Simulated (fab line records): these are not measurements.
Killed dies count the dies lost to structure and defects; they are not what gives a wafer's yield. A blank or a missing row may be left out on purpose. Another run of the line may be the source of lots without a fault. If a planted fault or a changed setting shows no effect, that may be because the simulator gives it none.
fab line records	flow rit-cmos
record lots=14	wafers=42	last-day=7
route steps=202 shown ACTIVE@16 GATE@85 NLDD@109 M1@202
lots untouched by any fault: they come from a run of this same line in which no faults occurred
start-h: hours from the record's first day to the start of the lot's first wafer shown	wait-h: hours since the lot's step before	" unchanged from the row above	L1.1+2: a row that stands for several wafers	- either no value or no given start	* or withheld: withheld	< > ~ a bound
route shown NAME@n: names a module that has steps shown in the file, with the first one's number in the route	usual: mean/standard deviation taken from wafers without a fault	same: alike in all rows	chamber/n: place in a boat	sites: readings site by site	_std_site: the values' standard deviation	_edge_site: mean of outer sites minus mean of inner sites	radius-mm: how far each site lies from the wafer's centre	mask NAME#n: copy n	behind: the last tool/chamber to shape the wafer	hold: the reason the lot was held/the length of the hold in hours/how it ended	device: transistor that didn't switch, given as n, p or np	end of line: tests run on the same wafers once the route is complete	for a step that has no rows: nothing shown but its recipe	killed: at the first sort, the dies lost to defects and structure; wafer yield is something else	map: a wafer's dies, marking killed ones x, the rest . and places with no die _
set.NAME: setting as actually run; set.NAME@STEP: the setting as run at that earlier step	model.NAME: the simulator's own value behind a step, which no gauge read
a sample of lots followed through the steps of the route, with each step as a table and each wafer as a row
services: a tool's chamber out of use, with start hour (start-h, from the record's first day; less than 0 if before it), hours out, and reason
## steps
# step RIT_ACTIVE_CD_MEAS_90
# recipe target-cd-nm=1400
# usual cd-nm=1399.9/2.6
lot.wafer	tool	chamber	start-h	wait-h	cd-nm
L720.1	cd-sem-01	-	17.15	0.1	1402.1
L720.3	"	-	"	"	1401.8
L720.4	"	-	"	"	1402.0
L722.1	cd-sem-01	-	25.02	0.1	1400.3
L722.3	"	-	"	"	1402.8
L722.5	"	-	"	"	1402.3
L723.1	cd-sem-02	-	30.14	0.1	1399.3
L723.2	"	-	"	"	1400.0
L723.6	"	-	"	"	1401.3
L724.2	cd-sem-02	-	35.15	0.1	1404.4
L724.4	"	-	"	"	1401.6
L724.5	"	-	"	"	1400.9
L725.2	cd-sem-02	-	41.30	0.2	1399.1
L725.3	"	-	"	"	1401.4
L725.6	"	-	"	"	1399.4
L726.1	cd-sem-02	-	45.15	0.1	1396.5
L726.2	"	-	"	"	1397.3
L726.3	"	-	"	"	1397.6
L728.1	cd-sem-02	-	55.66	0.1	1399.6
L728.2	"	-	"	"	1400.4
L728.3	"	-	"	"	1401.1
L729.2	cd-sem-02	-	60.50	0.1	1395.4
L729.3	"	-	"	"	1397.9
L729.6	"	-	"	"	1397.3
L731.2	cd-sem-02	-	70.04	0.1	1399.2
L731.3	"	-	"	"	1398.1
L731.5	"	-	"	"	1399.5
L732.2	cd-sem-01	-	75.04	0.1	1402.6
L732.4	"	-	"	"	1402.9
L732.5	"	-	"	"	1402.1
L733.2	cd-sem-01	-	80.16	0.1	1399.4
L733.4	"	-	"	"	1399.8
L733.5	"	-	"	"	1398.1
L737.1	cd-sem-01	-	100.14	0.1	1395.7
L737.3	"	-	"	"	1396.2
L737.4	"	-	"	"	1396.5
L738.1	cd-sem-02	-	105.02	0.1	1402.8
L738.4	"	-	"	"	1401.2
L738.6	"	-	"	"	1398.7
L739.2	cd-sem-01	-	110.04	0.1	1404.0
L739.4	"	-	"	"	1403.9
L739.5	"	-	"	"	1402.3
# step RIT_GATE_THK_MEAS_09
# recipe reads=poly-Si_of_GATE_CVD_08
# usual GATE_POLY_THK=249.1/2.6
lot.wafer	tool	chamber	start-h	wait-h	GATE_POLY_THK[nm]
L720.1	film-metro-03	-	37.99	0.0	248.1
L720.3	"	-	"	"	248.5
L720.4	"	-	"	"	248.3
L722.1	film-metro-03	-	45.42	0.0	248.6
L722.3	"	-	"	"	249.5
L722.5	"	-	"	"	248.5
L723.1	film-metro-01	-	50.07	0.0	245.1
L723.2	"	-	"	"	246.2
L723.6	"	-	"	"	245.9
L724.2	film-metro-02	-	57.59	0.0	252.0
L724.4	"	-	"	"	252.2
L724.5	"	-	"	"	253.4
L725.2	film-metro-03	-	62.54	0.0	250.5
L725.3	"	-	"	"	251.9
L725.6	"	-	"	"	249.6
L726.1	film-metro-03	-	65.74	0.0	248.2
L726.2	"	-	"	"	246.9
L726.3	"	-	"	"	247.2
L728.1	film-metro-02	-	75.40	0.0	248.4
L728.2	"	-	"	"	248.8
L728.3	"	-	"	"	245.2
L729.2	film-metro-01	-	81.30	0.0	245.3
L729.3	"	-	"	"	247.2
L729.6	"	-	"	"	247.8
L731.2	film-metro-01	-	90.22	0.0	248.3
L731.3	"	-	"	"	248.5
L731.5	"	-	"	"	250.5
L732.2	film-metro-02	-	94.96	0.0	245.7
L732.4	"	-	"	"	244.2
L732.5	"	-	"	"	246.0
L733.2	film-metro-02	-	99.63	0.0	251.4
L733.4	"	-	"	"	250.8
L733.5	"	-	"	"	248.2
L737.1	film-metro-02	-	121.91	0.0	248.6
L737.3	"	-	"	"	248.3
L737.4	"	-	"	"	248.2
L738.1	film-metro-03	-	131.45	0.0	251.3
L738.4	"	-	"	"	250.4
L738.6	"	-	"	"	251.9
L739.2	film-metro-03	-	135.06	0.0	245.0
L739.4	"	-	"	"	247.1
L739.5	"	-	"	"	246.2
# step RIT_GATE_EXPOSE_13
# recipe mask-id=M6	na=0.6	source-shape=conventional	sigma-outer=0.6	target-cd-nm=150	dose-mj=380
lot.wafer	tool	chamber	start-h	wait-h	mask
L720.1+3+4	iline-stepper-02	0	38.77	0.2	M6#0
L722.1+3+5	iline-stepper-01	0	45.93	0.1	M6#0
L723.1+2+6	iline-stepper-01	0	50.58	0.1	M6#0
L724.2+4+5	iline-stepper-01	0	58.20	0.1	M6#0
L725.2+3+6	iline-stepper-01	0	63.20	0.1	M6#0
L726.1+2+3	iline-stepper-01	0	66.25	0.1	M6#0
L728.1+2+3	iline-stepper-01	0	75.95	0.1	M6#0
L729.2+3+6	iline-stepper-01	0	81.82	0.1	M6#0
L731.2+3+5	iline-stepper-01	0	90.74	0.1	M6#0
L732.2+4+5	iline-stepper-02	0	95.60	0.2	M6#0
L733.2+4+5	iline-stepper-01	0	100.28	0.2	M6#0
L737.1+3+4	iline-stepper-02	0	122.55	0.2	M6#0
L738.1+4+6	iline-stepper-02	0	131.96	0.1	M6#0
L739.2+4+5	iline-stepper-01	0	135.71	0.2	M6#0
# step RIT_GATE_OVL_MEAS_17
# usual GATE_OVL=0.2/1.7
lot.wafer	tool	chamber	start-h	wait-h	GATE_OVL[nm]
L720.1	overlay-02	-	39.29	0.1	-0.1
L720.3	"	-	"	"	-2.4
L720.4	"	-	"	"	-0.2
L722.1	overlay-01	-	46.45	0.1	1.2
L722.3	"	-	"	"	2.0
L722.5	"	-	"	"	0.1
L723.1	overlay-02	-	51.10	0.1	2.1
L723.2	"	-	"	"	1.5
L723.6	"	-	"	"	3.8
L724.2	overlay-01	-	58.73	0.1	0.2
L724.4	"	-	"	"	0.7
L724.5	"	-	"	"	1.1
L725.2	overlay-01	-	63.80	0.1	-0.6
L725.3	"	-	"	"	-0.7
L725.6	"	-	"	"	-0.4
L726.1	overlay-01	-	66.77	0.1	-0.2
L726.2	"	-	"	"	-0.3
L726.3	"	-	"	"	-1.5
L728.1	overlay-01	-	76.53	0.1	-0.8
L728.2	"	-	"	"	-0.9
L728.3	"	-	"	"	-0.8
L729.2	overlay-02	-	82.50	0.1	0.6
L729.3	"	-	"	"	0.4
L729.6	"	-	"	"	1.8
L731.2	overlay-02	-	91.25	0.1	0.5
L731.3	"	-	"	"	-1.3
L731.5	"	-	"	"	0.0
L732.2	overlay-02	-	96.11	0.1	1.5
L732.4	"	-	"	"	1.2
L732.5	"	-	"	"	0.3
L733.2	overlay-01	-	100.78	0.1	-1.8
L733.4	"	-	"	"	-1.6
L733.5	"	-	"	"	-1.6
L737.1	overlay-02	-	123.07	0.1	-146.9
L737.3	"	-	"	"	-146.9
L737.4	"	-	"	"	-147.3
L738.1	overlay-02	-	132.48	0.1	-149.3
L738.4	"	-	"	"	-149.0
L738.6	"	-	"	"	-150.2
L739.2	overlay-01	-	136.22	0.1	3.6
L739.4	"	-	"	"	3.7
L739.5	"	-	"	"	4.4
# step RIT_NLDD_OVL_MEAS_06
# usual NLDD_OVL=-1.9/1.6
lot.wafer	tool	chamber	start-h	wait-h	NLDD_OVL[nm]
L720.1	overlay-02	-	43.84	-	-1.0
L720.3	"	-	"	"	-1.2
L720.4	"	-	"	"	-2.3
L722.1	overlay-01	-	50.89	-	-1.8
L722.3	"	-	"	"	-1.4
L722.5	"	-	"	"	-0.2
L723.1	overlay-01	-	55.65	-	-3.5
L723.2	"	-	"	"	-2.5
L723.6	"	-	"	"	-2.6
L724.2	overlay-01	-	63.23	-	-3.5
L724.4	"	-	"	"	-3.6
L724.5	"	-	"	"	-4.1
L725.2	overlay-01	-	68.22	-	-1.8
L725.3	"	-	"	"	-2.7
L725.6	"	-	"	"	-2.5
L726.1	overlay-02	-	71.46	-	-1.3
L726.2	"	-	"	"	-0.9
L726.3	"	-	"	"	-0.5
L728.1	overlay-02	-	81.07	-	-0.7
L728.2	"	-	"	"	-0.2
L728.3	"	-	"	"	-1.8
L729.2	overlay-02	-	87.25	-	-0.1
L729.3	"	-	"	"	0.3
L729.6	"	-	"	"	-0.6
L731.2	overlay-02	-	95.70	-	-1.4
L731.3	"	-	"	"	-2.7
L731.5	"	-	"	"	-2.3
L732.2	overlay-02	-	100.90	-	-2.4
L732.4	"	-	"	"	-2.2
L732.5	"	-	"	"	-1.9
L733.2	overlay-01	-	105.54	-	-2.3
L733.4	"	-	"	"	-4.9
L733.5	"	-	"	"	-3.0
L737.1	overlay-01	-	128.86	-	-3.7
L737.3	"	-	"	"	-5.0
L737.4	"	-	"	"	-3.7
L738.1	overlay-02	-	136.90	-	-3.4
L738.4	"	-	"	"	-5.6
L738.6	"	-	"	"	-4.7
L739.2	overlay-02	-	141.29	-	-0.7
L739.4	"	-	"	"	-0.2
L739.5	"	-	"	"	-2.2
# step RIT_M1_PROBE_99
# usual killed_at_M0_to_M3=0.0/0.16	killed-at-contacts=0.1/0.24	killed-at-front-end=6.7/2.9	killed-dies=6.8/2.9	killed-open=3.5/1.8	killed-short=3.3/2.1
# same gross-dies=264	killed_at_M4_up=0	killed-at-back-side=0	killed-at-other=0
lot.wafer	tool	chamber	start-h	wait-h	killed_at_M0_to_M3	killed-at-contacts	killed-at-front-end	killed-dies	killed-open	killed-short
L720.1	prober-02	-	59.53	0.1	1	0	6	7	3	4
L720.3	prober-02	-	59.63	0.2	0	0	10	10	3	7
L720.4	prober-02	-	59.68	0.2	0	0	8	8	2	6
L722.1	prober-02	-	66.74	0.1	0	0	4	4	0	4
L722.3	prober-02	-	66.84	0.2	0	0	10	10	6	3
L722.5	prober-02	-	66.94	0.2	0	0	5	5	0	4
L723.1	prober-01	-	71.83	0.1	0	0	3	3	2	1
L723.2	prober-01	-	71.88	0.1	0	0	4	4	4	0
L723.6	prober-01	-	72.08	0.2	0	0	2	2	2	0
L724.2	prober-02	-	78.46	0.1	0	0	4	4	3	1
L724.4	prober-02	-	78.56	0.2	0	0	8	8	4	4
L724.5	prober-02	-	78.61	0.2	0	0	9	9	2	7
L725.2	prober-01	-	84.35	0.1	0	0	6	6	4	2
L725.3	prober-01	-	84.40	0.2	0	0	7	7	5	2
L725.6	prober-01	-	84.55	0.2	0	0	7	7	5	2
L726.1	prober-02	-	87.25	0.1	0	0	4	4	3	1
L726.2	prober-02	-	87.30	0.1	0	0	11	11	3	8
L726.3	prober-02	-	87.35	0.2	0	0	4	4	1	3
L728.1	prober-02	-	96.74	0.1	0	0	4	4	3	1
L728.2	prober-02	-	96.79	0.1	0	0	7	7	2	5
L728.3	prober-02	-	96.84	0.2	0	1	11	12	6	6
L729.2	prober-01	-	102.94	0.1	0	0	5	5	1	4
L729.3	prober-01	-	102.99	0.2	0	0	5	5	3	2
L729.6	prober-01	-	103.14	0.2	0	0	5	5	2	3
L731.2	prober-01	-	112.15	0.1	0	0	5	5	4	1
L731.3	prober-01	-	112.20	0.2	0	0	9	9	4	5
L731.5	prober-01	-	112.30	0.2	0	0	12	12	8	4
L732.2	prober-02	-	120.15	0.1	0	0	4	4	1	3
L732.4	prober-02	-	120.25	0.2	0	0	8	8	4	4
L732.5	prober-02	-	120.30	0.2	0	0	7	7	6	1
L733.2	prober-01	-	121.90	0.1	0	0	3	3	3	0
L733.4	prober-01	-	122.00	0.2	0	0	8	8	7	1
L733.5	prober-01	-	122.05	0.2	0	0	9	9	6	3
L737.1	prober-01	-	145.11	0.1	0	0	6	6	2	4
L737.3	prober-01	-	145.21	0.2	0	0	2	2	2	0
L737.4	prober-01	-	145.26	0.2	0	0	6	6	5	1
L738.1	prober-01	-	153.77	0.1	0	0	7	7	4	3
L738.4	prober-01	-	153.92	0.2	0	1	3	4	3	1
L738.6	prober-01	-	154.02	0.2	0	0	6	6	5	1
L739.2	prober-02	-	157.41	0.1	0	0	2	2	2	0
L739.4	prober-02	-	157.51	0.2	0	1	14	15	9	6
L739.5	prober-02	-	157.56	0.2	0	0	4	4	2	2
# killed by level:class
L720.1 GATE:geometric-particle:short=2 FOX2:geometric-particle:short=1 FOX2:geometric-particle:open=1 GATE:geometric-particle:open=1 SILICIDE:geometric-particle:open=1 M1:geometric-particle:short=1
L720.3 GATE:geometric-particle:short=3 FOX1:geometric-particle:short=1 FOX2:geometric-particle:short=1 GATE:geometric-particle:open=1 REOX:geometric-particle:short=1 SPACER:geometric-particle:short=1 SPACER:geometric-particle:open=1 SILICIDE:geometric-particle:open=1
L720.4 GATE:geometric-particle:short=3 FOX2:geometric-particle:open=1 FOX2:geometric-particle:short=1 REOX:geometric-particle:short=1 SPACER:geometric-particle:short=1 SPACER:geometric-particle:open=1
L722.1 GATE:geometric-particle:short=2 REOX:geometric-particle:short=1 SPACER:geometric-particle:short=1
L722.3 GATE:geometric-particle:open=4 FOX2:geometric-particle:short=1 GATE:geometric-particle:short=1 REOX:geometric-particle:open=1 REOX:geometric-particle:short=1 SILICIDE:geometric-particle:open=1 PWELL:coat-microbubble-printed=1
L722.5 FOX2:geometric-particle:short=2 REOX:geometric-particle:short=1 SILICIDE:geometric-particle:short=1 PWELL:coat-microbubble-printed=1
L723.1 GATE:geometric-particle:open=1 SPACER:geometric-particle:open=1 SILICIDE:geometric-particle:short=1
L723.2 GATE:geometric-particle:open=2 FOX1:geometric-particle:open=1 SILICIDE:geometric-particle:open=1
L723.6 SPACER:geometric-particle:open=1 SILICIDE:geometric-particle:open=1
L724.2 GATE:geometric-particle:open=1 GATE:geometric-particle:short=1 REOX:geometric-particle:open=1 SPACER:geometric-particle:open=1
L724.4 SPACER:geometric-particle:short=3 SPACER:geometric-particle:open=3 GATE:geometric-particle:open=1 GATE:geometric-particle:short=1
L724.5 GATE:geometric-particle:short=2 REOX:geometric-particle:short=2 SPACER:geometric-particle:short=2 FOX1:geometric-particle:open=1 SPACER:geometric-particle:open=1 SILICIDE:geometric-particle:short=1
L725.2 REOX:geometric-particle:open=2 SILICIDE:geometric-particle:open=2 FOX1:geometric-particle:short=1 GATE:geometric-particle:short=1
L725.3 REOX:geometric-particle:open=2 SILICIDE:geometric-particle:open=2 FOX1:geometric-particle:short=1 GATE:geometric-particle:short=1 SPACER:geometric-particle:open=1
L725.6 GATE:geometric-particle:open=3 FOX1:geometric-particle:short=1 FOX1:geometric-particle:open=1 REOX:geometric-particle:open=1 REOX:geometric-particle:short=1
L726.1 FOX2:geometric-particle:open=1 GATE:geometric-particle:short=1 GATE:geometric-particle:open=1 REOX:geometric-particle:open=1
L726.2 GATE:geometric-particle:short=5 GATE:geometric-particle:open=2 FOX1:geometric-particle:short=1 REOX:geometric-particle:short=1 REOX:geometric-particle:open=1 SILICIDE:geometric-particle:short=1
L726.3 FOX1:geometric-particle:short=1 GATE:geometric-particle:open=1 REOX:geometric-particle:short=1 SILICIDE:geometric-particle:short=1
L728.1 GATE:geometric-particle:open=2 FOX1:geometric-particle:open=1 FOX1:geometric-particle:short=1
L728.2 GATE:geometric-particle:short=3 FOX1:geometric-particle:short=1 SPACER:geometric-particle:open=1 SILICIDE:geometric-particle:short=1 SILICIDE:geometric-particle:open=1
L728.3 GATE:geometric-particle:open=3 GATE:geometric-particle:short=3 FOX1:geometric-particle:open=1 FOX1:geometric-particle:short=1 REOX:geometric-particle:open=1 SPACER:geometric-particle:open=1 SILICIDE:geometric-particle:short=1 CONTACT:geometric-particle:short=1
L729.2 GATE:geometric-particle:short=2 FOX1:geometric-particle:short=1 GATE:geometric-particle:open=1 SPACER:geometric-particle:short=1
L729.3 FOX1:geometric-particle:open=1 GATE:geometric-particle:short=1 REOX:geometric-particle:open=1 SPACER:geometric-particle:open=1 SPACER:geometric-particle:short=1
L729.6 GATE:geometric-particle:short=3 REOX:geometric-particle:open=1 SPACER:geometric-particle:open=1
L731.2 GATE:geometric-particle:open=2 REOX:geometric-particle:open=2 REOX:geometric-particle:short=1
L731.3 GATE:geometric-particle:open=3 GATE:geometric-particle:short=2 REOX:geometric-particle:short=1 SPACER:geometric-particle:open=1 SPACER:geometric-particle:short=1 SILICIDE:geometric-particle:short=1
L731.5 GATE:geometric-particle:open=4 GATE:geometric-particle:short=2 REOX:geometric-particle:open=2 SPACER:geometric-particle:open=2 REOX:geometric-particle:short=1 SILICIDE:geometric-particle:short=1
L732.2 GATE:geometric-particle:short=2 FOX2:geometric-particle:open=1 REOX:geometric-particle:short=1
L732.4 GATE:geometric-particle:open=3 FOX2:geometric-particle:open=1 FOX2:geometric-particle:short=1 GATE:geometric-particle:short=1 REOX:geometric-particle:short=1 SPACER:geometric-particle:short=1
L732.5 FOX2:geometric-particle:open=3 FOX1:geometric-particle:open=1 FOX2:geometric-particle:short=1 GATE:geometric-particle:open=1 REOX:geometric-particle:open=1
L733.2 GATE:geometric-particle:open=2 FOX2:geometric-particle:open=1
L733.4 FOX2:geometric-particle:open=2 REOX:geometric-particle:open=2 SILICIDE:geometric-particle:open=2 GATE:geometric-particle:open=1 REOX:geometric-particle:short=1
L733.5 REOX:geometric-particle:open=2 SILICIDE:geometric-particle:open=2 FOX2:geometric-particle:short=1 GATE:geometric-particle:open=1 REOX:geometric-particle:short=1 SPACER:geometric-particle:open=1 SILICIDE:geometric-particle:short=1
L737.1 GATE:geometric-particle:short=2 GATE:geometric-particle:open=1 SPACER:geometric-particle:open=1 SPACER:geometric-particle:short=1 SILICIDE:geometric-particle:short=1
L737.3 GATE:geometric-particle:open=2
L737.4 GATE:geometric-particle:open=3 SPACER:geometric-particle:open=2 GATE:geometric-particle:short=1
L738.1 SPACER:geometric-particle:open=2 FOX1:geometric-particle:open=1 GATE:geometric-particle:short=1 GATE:geometric-particle:open=1 SPACER:geometric-particle:short=1 SILICIDE:geometric-particle:short=1
L738.4 FOX1:geometric-particle:short=1 GATE:geometric-particle:open=1 SPACER:geometric-particle:open=1 CONTACT:geometric-particle:open=1
L738.6 REOX:geometric-particle:open=2 SPACER:geometric-particle:open=2 FOX2:geometric-particle:open=1 SPACER:geometric-particle:short=1
L739.2 GATE:geometric-particle:open=2
L739.4 GATE:geometric-particle:short=3 GATE:geometric-particle:open=3 FOX1:geometric-particle:open=2 FOX1:geometric-particle:short=1 FOX2:geometric-particle:short=1 FOX2:geometric-particle:open=1 SPACER:geometric-particle:open=1 SILICIDE:geometric-particle:open=1
L739.5 GATE:geometric-particle:open=2 GATE:geometric-particle:short=2
## services
tool	chamber	start-h	hours	kind
iline-stepper-01	-	30.54	1.7	pm
iline-stepper-02	-	63.48	0.7	repair
iline-stepper-01	0	96.05	-	calibration
iline-stepper-02	-	108.39	1.7	pm
## key
first-sign step=RIT_GATE_OVL_MEAS_17	reading=GATE_OVL	direction=down	sigmas=88	usual=0.2	struck=-148.3
effect none on later readings
met-at RIT_GATE_EXPOSE_13
struck-lots L737,L738
tester-left-out L737,L738
not-acting-at RIT_ACTIVE_CD_MEAS_90,RIT_GATE_THK_MEAS_09,RIT_NLDD_OVL_MEAS_06
onset-between 95.60 122.55
fault kind=scanner-matching-overlay	tool=iline-stepper-02	chamber=-	onset-h=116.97	steps=RIT_GATE_EXPOSE_13	offset=-150
# tester-left-out: of these lots the tester's yield and bins aren't shown, on N5 and GAA mostly nor the transistor test; their killed dies are dies lost to structure and defects alone, not to doping, threshold or leakage, so they don't give the yield
